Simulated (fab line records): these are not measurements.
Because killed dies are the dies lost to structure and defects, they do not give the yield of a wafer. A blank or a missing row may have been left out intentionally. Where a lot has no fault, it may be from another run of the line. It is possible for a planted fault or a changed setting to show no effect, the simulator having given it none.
Which of the tools did it? | flow berkeley cmos170 | 42 wafers from 14 lots sampled at 4 of the route's 331 steps

WHAT THE GAUGES SHOWED, per wafer
UCB170_START_THK_MEAS_03. Usual: START_OXIDE_THK gives 20.1 nm (standard deviation 0.4).
lot  | measured    | on            | START_OXIDE_THK (nm) | flag
L517 | day 1 16:32 | film metro-04 | 20.2 19.9 20.0       |
L518 | day 1 20:57 | film metro-04 | 19.4 19.7 19.3       |
L520 | day 2 03:15 | film metro-02 | 20.0 20.0 19.7       |
L519 | day 2 03:16 | film metro-04 | 20.3 20.3 20.4       |
L521 | day 2 12:36 | film metro-01 | 19.4 19.3 19.5       |
L522 | day 2 14:43 | film metro-02 | 19.6 19.9 19.4       |
L527 | day 3 15:06 | film metro-04 | 20.4 20.4 21.0       |
L528 | day 3 20:28 | film metro-04 | 19.9 19.7 19.9       |
L530 | day 4 06:02 | film metro-02 | 20.1 20.1 20.2       |
L532 | day 4 16:28 | film metro-02 | 19.6 20.0 19.9       |
L534 | day 5 01:23 | film metro-04 | 20.6 20.7 20.4       |
L535 | day 5 08:35 | film metro-04 | 20.2 20.1 20.3       |
L537 | day 5 20:11 | film metro-04 | 20.8 20.6 20.5       |
L538 | day 6 00:19 | film metro-02 | 20.9 20.7 20.7       |

UCB170_GATE_THK_MEAS_05. Usual: GATE_POLY_THK gives 214.6 nm (standard deviation 2.2).
lot  | measured     | on            | GATE_POLY_THK (nm) | flag
L517 | day 5 21:12  | film metro-04 | 215.1 216.3 215.7  |
L518 | day 5 21:08  | film metro-02 | 215.0 214.8 213.4  |
L520 | day 6 11:32  | film metro-02 | 211.1 209.2 211.4  |
L519 | day 6 11:33  | film metro-04 | 215.9 216.7 214.3  |
L521 | day 7 01:50  | film metro-04 | 217.0 215.4 218.8  |
L522 | day 7 01:49  | film metro-03 | 212.2 211.7 214.1  |
L527 | day 8 15:18  | film metro-04 | 216.5 217.3 218.0  |
L528 | day 8 19:34  | film metro-04 | 214.6 215.5 214.6  |
L530 | day 8 19:34  | film metro-03 | 214.9 214.6 214.0  |
L532 | day 9 09:26  | film metro-02 | 211.3 213.8 214.6  |
L534 | day 9 14:03  | film metro-04 | 211.4 211.6 212.2  |
L535 | day 10 03:35 | film metro-03 | 213.6 212.2 211.6  |
L537 | day 10 07:35 | film metro-03 | 214.5 216.2 214.2  |
L538 | day 10 17:53 | film metro-03 | 214.2 214.8 213.4  |

EACH LOT AND THE TOOL THAT RAN IT (in order: tool; ch and the chambers of the sampled wafers; start)
lot  | UCB170_NWELL_ETCH_13              | UCB170_PWELL_DEVELOP_12
L517 | rie diel-03 ch 0,1,2, day 2 10:43 | litho track-04 ch 0, day 3 01:00
L518 | rie diel-04 ch 0,3, day 2 10:57   | litho track-01 ch 0, day 3 01:00
L520 | rie diel-02 ch 0,3, day 2 19:05   | litho track-01 ch 0, day 3 10:00
L519 | rie diel-04 ch 1,2, day 2 18:49   | litho track-02 ch 0, day 3 11:00
L521 | rie diel-03 ch 1,2, day 3 05:35   | litho track-04 ch 0, day 3 18:00
L522 | rie diel-02 ch 1,2,3, day 3 05:53 | litho track-01 ch 0, day 3 18:00
L527 | rie diel-03 ch 1,2,3, day 4 06:38 | litho track-02 ch 0, day 4 21:00
L528 | rie diel-03 ch 0,1,2, day 4 13:52 | litho track-01 ch 0, day 5 09:00
L530 | rie diel-03 ch 0,1,2, day 5 01:30 | litho track-01 ch 0, day 5 15:00
L532 | rie diel-04 ch 0,3, day 5 11:23   | litho track-04 ch 0, day 6 04:00
L534 | rie diel-04 ch 1,2,3, day 5 17:49 | litho track-04 ch 0, day 6 10:00
L535 | rie diel-02 ch 0,2,3, day 6 00:47 | litho track-02 ch 0, day 6 21:00
L537 | rie diel-03 ch 1,2,3, day 6 16:29 | litho track-04 ch 0, day 7 12:00
L538 | rie diel-04 ch 0,2,3, day 6 22:39 | litho track-04 ch 0, day 7 17:00
- UCB170_NWELL_ETCH_13: etches Si3N4 in CH3F/Ar/O2, stops on SiO2, target depth 246.4 nm, time 154 s.
- UCB170_PWELL_DEVELOP_12: develop time 45 s.

WHAT THE TOOLS THEMSELVES READ (means of the sampled wafers that have a number; where no wafer has one, the mark that the record gives instead)
UCB170_NWELL_ETCH_13. Usual: drypump motor current A 5.7 A, standard deviation 0.56; oes product au 0.941 a.u., standard deviation 0.016; throttle valve pct 8.14 %, standard deviation 0.12.
lot  | tool        | drypump motor current A (A) | oes product au (a.u.) | throttle valve pct (%) | flag
L517 | rie diel-03 | 6.1                         | 0.951                 | 8.11                   |
L518 | rie diel-04 | 5.4                         | 0.940                 | 8.02                   |
L520 | rie diel-02 | 5.4                         | 0.958                 | 8.06                   |
L519 | rie diel-04 | 5.4                         | 0.950                 | 8.19                   |
L521 | rie diel-03 | 6.0                         | 0.945                 | 8.24                   |
L522 | rie diel-02 | 5.3                         | 0.914                 | 8.13                   |
L527 | rie diel-03 | 5.9                         | 0.942                 | 8.23                   |
L528 | rie diel-03 | 6.1                         | 0.941                 | 8.10                   |
L530 | rie diel-03 | 6.1                         | 0.952                 | 8.11                   |
L532 | rie diel-04 | 5.4                         | 0.941                 | 8.01                   |
L534 | rie diel-04 | 5.6                         | 0.938                 | 8.15                   |
L535 | rie diel-02 | 5.4                         | 0.941                 | 8.08                   |
L537 | rie diel-03 | 5.9                         | 0.943                 | 8.24                   |
L538 | rie diel-04 | 5.7                         | 0.950                 | 8.08                   |

UCB170_PWELL_DEVELOP_12. Usual: developer temp C reads 21.02 C (standard deviation 0.1).
lot  | tool           | developer temp C (C) | flag
L517 | litho track-04 | 21.06                |
L518 | litho track-01 | 21.01                |
L520 | litho track-01 | 21.06                |
L519 | litho track-02 | 21.12                |
L521 | litho track-04 | 20.96                |
L522 | litho track-01 | 21.16                |
L527 | litho track-02 | 20.91                |
L528 | litho track-01 | 21.82                | OFF
L530 | litho track-01 | 21.76                | OFF
L532 | litho track-04 | 21.00                |
L534 | litho track-04 | 21.05                |
L535 | litho track-02 | 21.02                |
L537 | litho track-04 | 21.02                |
L538 | litho track-04 | 21.10                |

THE ANSWER, worked out from the rows above alone
Rule: lot off if the mean of its wafers having a number is beyond 3 standard deviations from the usual mean. Also off: a lot with no number at a reading for which 4 or more lots have one. The other lots that the step has rows for count as sound. The gauges are gone through in route order, then the tools' own readings, and for those a lot's mean is taken as printed above. At the first step where some lot is off, the reading lying furthest off is the one used; lots without a number count as furthest.
Off: L528, L530, at UCB170_PWELL_DEVELOP_12 (developer temp C).
A tool fits if, at that step or a process step before it, it ran every lot that is off, and no sound lot after the first of them. One fits: litho track-01 at UCB170_PWELL_DEVELOP_12. Its last sound lot is L522 (day 3 18:00), its first lot that is off L528 (day 5 09:00): a fault that began between those two fits.
The tool's own readings at UCB170_PWELL_DEVELOP_12 bear it out: on the lots that are off they differ by more than 5 times the standard deviation of the sound lots' means. developer temp C reads 21.79 C there against 21.04 C on the sound lots.

WHAT THE SIMULATOR PUT IN
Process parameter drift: litho track-01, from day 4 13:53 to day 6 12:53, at UCB170_PWELL_DEVELOP_12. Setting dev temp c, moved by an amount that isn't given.
Struck lots among those shown: L528, L530. Same finding as the rule above.
